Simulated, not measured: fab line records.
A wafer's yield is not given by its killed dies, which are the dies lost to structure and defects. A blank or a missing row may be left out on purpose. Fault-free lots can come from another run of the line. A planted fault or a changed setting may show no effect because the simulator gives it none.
fab line records | flow rit_cmos
[record] lots = 5 wafers = 15 last_day = 8
route steps=202 shown PRETRO@70 GATE@75 FOX2@80
lots that met no fault: from a run of the same line without faults
start_h: hours from the record's first day to the start of the lot's first wafer shown | wait_h: hours since the lot's step before | " the same as in the row above | L1.1+2: a single row standing in for several wafers | - no value, or no start was given | * or withheld: withheld | < > ~ a bound
route shown NAME@n: names a module that has steps shown in the file, with the first one's number in the route | usual: mean/standard deviation taken from wafers without a fault | same: alike in all rows | chamber/n: place in a boat | sites: per-site readings | _std_site: standard deviation across them | _edge_site: the outer-site mean with the inner-site mean subtracted | radius_mm: for every site, how far away it sits from the centre of the wafer | mask NAME#n: copy n | behind: the tool/chamber that last shaped the wafer | hold: what put the lot on hold/how long, in hours/how the hold closed | device: which transistor (n, p or np) failed to switch | end of line: tests of these same wafers at the route's end | a step without rows: its recipe alone | killed: dies that structure and defects cost at the first sort, which is not the same as the wafer's yield | map: a wafer's dies, x killed, . not, _ none there
set.NAME: the setting the step ran with; set.NAME@STEP: the setting that earlier step ran with | model.NAME: the simulator's own value behind a step, which no gauge read
certain route steps with their lots: each step a table, each wafer a row
services: when a tool's chamber went out of use (start_h, in hours from the record's first day, below 0 if earlier), for how many hours, and the reason
[[steps]]
[step RIT_PRETRO_OVL_MEAS_06]
[usual] PRETRO_OVL = -0.6/1.6
// columns lot.wafer tool chamber start_h wait_h PRETRO_OVL[nm]
L074.1 overlay-02 - 39.30 - 0.5
L074.2 " - " " 0.5
L074.4 " - " " 2.4
L077.1 overlay-02 - 51.81 - 1.1
L077.2 " - " " 1.1
L077.5 " - " " 1.5
L084.2 overlay-01 - 90.49 - 1.0
L084.5 " - " " 0.9
L084.6 " - " " -0.2
L092.2 overlay-01 - 134.82 - -1.7
L092.3 " - " " 0.0
L092.5 " - " " -1.1
L097.1 overlay-01 - 151.52 - -2.3
L097.2 " - " " -2.5
L097.5 " - " " -1.1
[step RIT_PRETRO_HARDBAKE_07]
[recipe] resist = NOVOLAK temp_c = 140 time_s = 120
// columns lot.wafer tool chamber start_h wait_h
L074.1+2+4 litho_track-01 0 39.33 0.0
L077.1+2+5 litho_track-04 0 51.85 0.0
L084.2+5+6 litho_track-04 0 90.56 0.1
L092.2+3+5 litho_track-01 0 134.89 0.1
L097.1+2+5 litho_track-04 0 151.56 0.0
[step RIT_PRETRO_IMPLANT_08]
[recipe] species = B energy_kev = 45 dose_cm2 = 1.2e+13 tilt_deg = 7
[usual] beam_energy_keV = 44.999/0.014
// columns lot.wafer tool chamber start_h wait_h beam_energy_keV
L074.1 implanter-02 0 39.58 0.2 44.967
L074.2 " 0 " " 44.981
L074.4 " 0 " " 44.976
L077.1 implanter-01 0 52.10 0.2 44.994
L077.2 " 0 " " 44.996
L077.5 " 0 " " 45.005
L084.2 implanter-04 0 90.79 0.2 45.012
L084.5 " 0 " " 44.998
L084.6 " 0 " " 45.018
L092.2 implanter-02 0 135.12 0.2 44.994
L092.3 " 0 " " 45.004
L092.5 " 0 " " 44.986
L097.1 implanter-02 0 151.81 0.2 45.016
L097.2 " 0 " " 44.999
L097.5 " 0 " " 45.015
[step RIT_PRETRO_STRIP_09]
[recipe] chemistry = O2 time_s = 180 resist = NOVOLAK platen_temp_c = withheld power_w = 500 pressure_mtorr = 4000 o2_flow_sccm = 4000
[usual] drypump_motor_current_A = 6.2/0.52
// columns lot.wafer tool chamber start_h wait_h drypump_motor_current_A rf_hours_counter_h
L074.1 plasma_asher-02 1 39.73 0.1 6.8 39
L074.2 " 0 " " 6.5 39
L074.4 " 0 " " 6.5 -
L077.1 plasma_asher-01 0 52.25 0.1 6.8 25
L077.2 " 1 " " 5.8 25
L077.5 " 1 " " 5.7 -
L084.2 plasma_asher-02 1 90.92 0.1 6.7 44
L084.5 " 0 " " 6.5 -
L084.6 " 1 " " 6.8 -
L092.2 plasma_asher-03 1 135.25 0.1 5.5 2
L092.3 " 1 " " 5.5 -
L092.5 " 0 " " 5.9 -
L097.1 plasma_asher-03 1 151.96 0.1 5.4 4
L097.2 " 0 " " 5.9 4
L097.5 " 0 " " 5.9 -
[step RIT_PRETRO_TW_MEAS_10]
[usual] PRETRO_TW = 478.8/2.6
// columns lot.wafer tool chamber start_h wait_h PRETRO_TW
L074.1 film_metro-04 - 39.91 0.1 480.8
L074.2 " - " " 481.0
L074.4 " - " " 484.0
L077.1 film_metro-02 - 52.42 0.1 476.5
L077.2 " - " " 479.5
L077.5 " - " " 477.8
L084.2 film_metro-03 - 91.10 0.1 481.3
L084.5 " - " " 478.9
L084.6 " - " " 479.6
L092.2 film_metro-03 - 135.43 0.1 476.2
L092.3 " - " " 476.3
L092.5 " - " " 478.7
L097.1 film_metro-04 - 152.13 0.1 478.6
L097.2 " - " " 478.3
L097.5 " - " " 482.8
[step RIT_GATE_WET_ETCH_00]
[recipe] chemistry = BOE target = SiO2 target_depth_nm = 56 time_s = 60 dry = n2_spin dilution = 10:1 temp_c = 21.5
// columns lot.wafer tool chamber start_h wait_h
L074.1+2+4 wet_bench-04 3 39.97 0.1
L077.1+2+5 wet_bench-03 3 52.48 0.1
L084.2+5+6 wet_bench-01 2 91.15 0.0
L092.2+3+5 wet_bench-01 3 135.48 0.0
L097.1+2+5 wet_bench-01 3 152.19 0.1
[step RIT_GATE_CLEAN_01]
[recipe] chemistry = SC1 mix = 3:3:50 time_s = 600 temp_c = 75
// columns lot.wafer tool chamber start_h wait_h
L074.1+2+4 wet_bench-03 1 40.00 0.0
L077.1+2+5 wet_bench-01 2 52.51 0.0
L084.2+5+6 wet_bench-03 3 91.18 0.0
L092.2+3+5 wet_bench-04 2 135.51 0.0
L097.1+2+5 wet_bench-04 1 152.22 0.0
[step RIT_GATE_CLEAN_02]
[recipe] chemistry = dHF dilution = 50:1 time_s = 30
// columns lot.wafer tool chamber start_h wait_h
L074.1+2+4 wet_bench-01 0 40.19 0.0
L077.1+2+5 wet_bench-03 1 52.68 0.0
L084.2+5+6 wet_bench-04 0 91.37 0.0
L092.2+3+5 wet_bench-03 1 135.68 0.0
L097.1+2+5 wet_bench-01 0 152.41 0.0
[step RIT_GATE_CLEAN_03]
[recipe] chemistry = SC2 mix = 3:3:50 time_s = 600 temp_c = 75 dry = n2_spin
// columns lot.wafer tool chamber start_h wait_h
L074.1+2+4 wet_bench-04 1 40.21 0.0
L077.1+2+5 wet_bench-04 2 52.70 0.0
L084.2+5+6 wet_bench-01 0 91.39 0.0
L092.2+3+5 wet_bench-04 2 135.70 0.0
L097.1+2+5 wet_bench-03 1 152.43 0.0
[step RIT_GATE_CLEAN_04]
[recipe] chemistry = dHF dilution = 50:1 time_s = 60 dry = n2_spin
// columns lot.wafer tool chamber start_h wait_h
L074.1+2+4 wet_bench-03 3 40.41 0.0
L077.1+2+5 wet_bench-03 2 52.89 0.0
L084.2+5+6 wet_bench-03 0 91.56 0.0
L092.2+3+5 wet_bench-01 0 135.88 0.0
L097.1+2+5 wet_bench-04 2 152.60 0.0
[step RIT_FOX2_THK_MEAS_91]
[recipe] reads = SiO2_of_FOX2_OXIDATION_00
[usual] FIELD_OXIDE_LEFT_2_THK = 252/7.7
// columns lot.wafer tool chamber start_h wait_h FIELD_OXIDE_LEFT_2_THK[nm]
L074.1 film_metro-02 - 40.44 0.0 251
L074.2 " - " " 253
L074.4 " - " " 256
L077.1 film_metro-02 - 52.92 0.0 246
L077.2 " - " " 247
L077.5 " - " " 244
L084.2 film_metro-02 - 91.60 0.0 273
L084.5 " - " " 270
L084.6 " - " " 271
L092.2 film_metro-01 - 135.91 0.0 259
L092.3 " - " " 256
L092.5 " - " " 250
L097.1 film_metro-01 - 152.63 0.0 252
L097.2 " - " " 244
L097.5 " - " " 250
[step RIT_GATE_OXIDATION_05]
[recipe] temp_c = 895.1 ambient = O2 target_thk_a = 30 ox_time_s = 270
[usual] zone_power_centre_pct = 43/3.3
// columns lot.wafer tool chamber start_h wait_h zone_power_centre_pct
L074.1 furnace-01 0 41.56 1.1 41
L074.2 " 0 " " 41
L074.4 " 0 " " 41
L077.1 furnace-01 0 54.01 1.1 41
L077.2 " 0 " " 42
L077.5 " 0 " " 42
L084.2 furnace-01 0 96.20 4.6 41
L084.5 " 0 " " 42
L084.6 " 0 " " 41
L092.2 furnace-01 0 136.15 0.2 41
L092.3 " 0 " " 40
L092.5 " 0 " " 40
L097.1 furnace-01 0 152.69 0.1 41
L097.2 " 0 " " 41
L097.5 " 0 " " 42
[step RIT_GATE_ANNEAL_06]
[recipe] temp_c = 900 time_s = 600 ambient = N2O
[usual] zone_power_centre_pct = 43/3.5
// columns lot.wafer tool chamber start_h wait_h zone_power_centre_pct
L074.1 furnace-01 0 42.64 0.0 41
L074.2 " 0 " " 41
L074.4 " 0 " " 42
L077.1 furnace-01 0 55.08 0.0 41
L077.2 " 0 " " 41
L077.5 " 0 " " 42
L084.2 furnace-04 0 101.27 4.0 48
L084.5 " 0 " " 48
L084.6 " 0 " " 49
L092.2 furnace-04 0 137.50 0.3 49
L092.3 " 0 " " 48
L092.5 " 0 " " 48
L097.1 furnace-03 0 153.77 0.0 39
L097.2 " 0 " " 39
L097.5 " 0 " " 38
[step RIT_GATE_THK_MEAS_07]
[recipe] reads = SiO2_of_GATE_OXIDATION_05
[usual] GATE_OXIDE_THK = 2.80/0.061
// columns lot.wafer tool chamber start_h wait_h GATE_OXIDE_THK[nm]
L074.1 film_metro-01 - 42.89 0.0 2.69
L074.2 " - " " 2.72
L074.4 " - " " 2.65
L077.1 film_metro-01 - 55.33 0.0 2.69
L077.2 " - " " 2.83
L077.5 " - " " 2.73
L084.2 film_metro-02 - 101.53 0.0 2.83
L084.5 " - " " 2.83
L084.6 " - " " 2.82
L092.2 film_metro-03 - 137.76 0.0 2.82
L092.3 " - " " 2.70
L092.5 " - " " 2.82
L097.1 film_metro-01 - 154.02 0.0 2.91
L097.2 " - " " 2.85
L097.5 " - " " 2.79
[step RIT_GATE_CVD_08]
[recipe] material = poly-Si target_thk_nm = 250 temp_c = 610 precursor = SiH4 time_s = 2220 pressure_mtorr = 300 sih4_flow_sccm = 100
[usual] zone_power_centre_pct = 28/3
// columns lot.wafer tool chamber start_h wait_h zone_power_centre_pct
L074.1 lpcvd-02 1 42.95 0.1 25
L074.2 " 1 " " 25
L074.4 " 1 " " 25
L077.1 lpcvd-01 0 55.39 0.1 26
L077.2 " 0 " " 26
L077.5 " 0 " " 26
L084.2 lpcvd-02 0 101.58 0.0 32
L084.5 " 0 " " 32
L084.6 " 0 " " 32
L092.2 lpcvd-01 0 138.98 1.2 26
L092.3 " 0 " " 26
L092.5 " 0 " " 26
L097.1 lpcvd-02 1 154.45 0.4 25
L097.2 " 1 " " 25
L097.5 " 1 " " 25
[step RIT_GATE_THK_MEAS_09]
[recipe] reads = poly-Si_of_GATE_CVD_08
[usual] GATE_POLY_THK = 250.0/2.2
// columns lot.wafer tool chamber start_h wait_h GATE_POLY_THK[nm]
L074.1 film_metro-01 - 44.57 0.0 250.1
L074.2 " - " " 251.6
L074.4 " - " " 248.5
L077.1 film_metro-01 - 57.01 0.0 248.1
L077.2 " - " " 246.0
L077.5 " - " " 246.5
L084.2 film_metro-03 - 103.21 0.0 251.6
L084.5 " - " " 252.3
L084.6 " - " " 251.8
L092.2 film_metro-01 - 140.60 0.0 248.8
L092.3 " - " " 248.0
L092.5 " - " " 247.9
L097.1 film_metro-03 - 156.06 0.0 248.9
L097.2 " - " " 249.7
L097.5 " - " " 248.6
[step RIT_GATE_HMDS_10]
[recipe] prime_time_s = 60 prime_temp_c = 140
// columns lot.wafer tool chamber start_h wait_h
L074.1+2+4 litho_track-01 0 44.63 0.1
L077.1+2+5 litho_track-03 0 57.07 0.1
L084.2+5+6 litho_track-01 0 103.28 0.1
L092.2+3+5 litho_track-01 0 140.68 0.1
L097.1+2+5 litho_track-03 0 156.12 0.1
[step RIT_GATE_COAT_11]
[recipe] resist = NOVOLAK spin_rpm = 4250 resist_thk_nm = 850
// columns lot.wafer tool chamber start_h wait_h
L074.1+2+4 litho_track-01 0 44.78 0.1
L077.1+2+5 litho_track-03 0 57.22 0.1
L084.2+5+6 litho_track-01 0 103.43 0.1
L092.2+3+5 litho_track-01 0 140.83 0.1
L097.1+2+5 litho_track-03 0 156.27 0.1
[step RIT_GATE_SOFTBAKE_12]
[recipe] resist = NOVOLAK temp_c = 90 time_s = 60
// columns lot.wafer tool chamber start_h wait_h
L074.1+2+4 litho_track-01 0 44.93 0.1
L077.1+2+5 litho_track-03 0 57.37 0.1
L084.2+5+6 litho_track-01 0 103.58 0.1
L092.2+3+5 litho_track-01 0 140.98 0.1
L097.1+2+5 litho_track-03 0 156.42 0.1
[step RIT_GATE_EXPOSE_13]
[recipe] mask_id = M6 na = 0.6 source_shape = conventional sigma_outer = 0.6 target_cd_nm = 150 dose_mj = 380
[usual] exposure_dose_mJ_cm2 = 375.3/0.38 stage_vel_mm_s = 499.94/0.23
// columns lot.wafer tool chamber start_h wait_h mask exposure_dose_mJ_cm2 stage_vel_mm_s
L074.1 iline_stepper-01 0 45.20 0.2 M6#0 375.0 500.31
L074.2 " 0 " " M6#0 374.5 499.96
L074.4 " 0 " " M6#0 375.4 500.48
L077.1 iline_stepper-01 0 57.65 0.2 M6#0 375.4 500.08
L077.2 " 0 " " M6#0 375.3 500.25
L077.5 " 0 " " M6#0 375.2 499.94
L084.2 iline_stepper-02 0 103.73 0.1 M6#0 375.2 499.74
L084.5 " 0 " " M6#0 375.1 499.84
L084.6 " 0 " " M6#0 375.0 499.63
L092.2 iline_stepper-02 0 141.12 0.1 M6#0 375.4 499.70
L092.3 " 0 " " M6#0 375.3 499.86
L092.5 " 0 " " M6#0 375.4 499.62
L097.1 iline_stepper-02 0 156.57 0.1 M6#0 375.7 499.43
L097.2 " 0 " " M6#0 374.8 500.02
L097.5 " 0 " " M6#0 375.2 499.74
[step RIT_GATE_PEB_14]
[recipe] resist = NOVOLAK temp_c = withheld time_s = withheld
// columns lot.wafer tool chamber start_h wait_h
L074.1+2+4 litho_track-01 0 45.32 0.1
L077.1+2+5 litho_track-01 0 57.86 0.2
L084.2+5+6 litho_track-03 0 103.85 0.1
L092.2+3+5 litho_track-01 0 141.24 0.1
L097.1+2+5 litho_track-01 0 156.69 0.1
[step RIT_GATE_DEVELOP_15]
[recipe] resist = NOVOLAK develop_time_s = 51.85 dev_temp_c = 23
// columns lot.wafer tool chamber start_h wait_h
L074.1+2+4 litho_track-01 0 - -
L077.1+2+5 litho_track-01 0 - -
L084.2+5+6 litho_track-03 0 - -
L092.2+3+5 litho_track-01 0 - -
L097.1+2+5 litho_track-01 0 - -
[step RIT_GATE_CD_MEAS_16]
[recipe] target_cd_nm = 150
[usual] cd_nm = 149.9/2.5
// columns lot.wafer tool chamber start_h wait_h cd_nm
L074.1 cd_sem-02 - 45.60 - 151.4
L074.2 " - " " 153.9
L074.4 " - " " 153.8
L077.1 cd_sem-02 - 58.14 - 149.8
L077.2 " - " " 149.9
L077.5 " - " " 149.7
L084.2 cd_sem-02 - 104.13 - 149.4
L084.5 " - " " 147.6
L084.6 " - " " 146.9
L092.2 cd_sem-02 - 141.52 - 151.2
L092.3 " - " " 150.0
L092.5 " - " " 148.9
L097.1 cd_sem-02 - 156.97 - 147.2
L097.2 " - " " 147.1
L097.5 " - " " 146.2
[step RIT_GATE_OVL_MEAS_17]
[usual] GATE_OVL = 0.1/1.5
// columns lot.wafer tool chamber start_h wait_h GATE_OVL[nm]
L074.1 overlay-02 - 45.72 0.1 0.6
L074.2 " - " " -0.9
L074.4 " - " " -1.1
L077.1 overlay-01 - 58.26 0.1 0.5
L077.2 " - " " 0.5
L077.5 " - " " -0.2
L084.2 overlay-01 - 104.23 0.1 0.3
L084.5 " - " " -1.3
L084.6 " - " " -0.9
L092.2 overlay-01 - 141.63 0.1 -1.5
L092.3 " - " " 0.0
L092.5 " - " " 0.6
L097.1 overlay-01 - 157.09 0.1 0.8
L097.2 " - " " 0.7
L097.5 " - " " 1.5
[[services]]
// columns tool chamber start_h hours kind
furnace-04 - 19.45 2.1 pm
furnace-01 - 21.46 3.1 pm
furnace-04 - 21.54 4.6 pm
iline_stepper-02 - 31.61 1.7 pm
implanter-01 - 42.78 3.2 repair
implanter-01 - 43.37 1.2 repair
implanter-01 - 48.48 2.5 pm
iline_stepper-02 - 50.96 2.1 pm
implanter-04 - 51.77 1.9 repair
iline_stepper-02 - 53.04 - consumable_replace:lamp
furnace-03 - 66.37 63.7 pm
plasma_asher-03 - 67.92 1.6 repair
iline_stepper-01 - 91.69 4.4 pm
lpcvd-01 - 94.50 2.8 pm
implanter-02 - 99.41 7.6 pm
implanter-01 - 101.28 2.1 repair
plasma_asher-03 - 108.75 9.0 pm
implanter-02 - 111.60 8.0 repair
plasma_asher-02 - 126.86 2.8 pm
implanter-04 - 127.20 0.7 repair
implanter-02 - 131.51 1.8 repair
plasma_asher-01 - 132.82 4.3 pm
iline_stepper-02 - 137.13 2.0 repair
furnace-04 - 145.37 3.6 pm
[[key]]
fault none
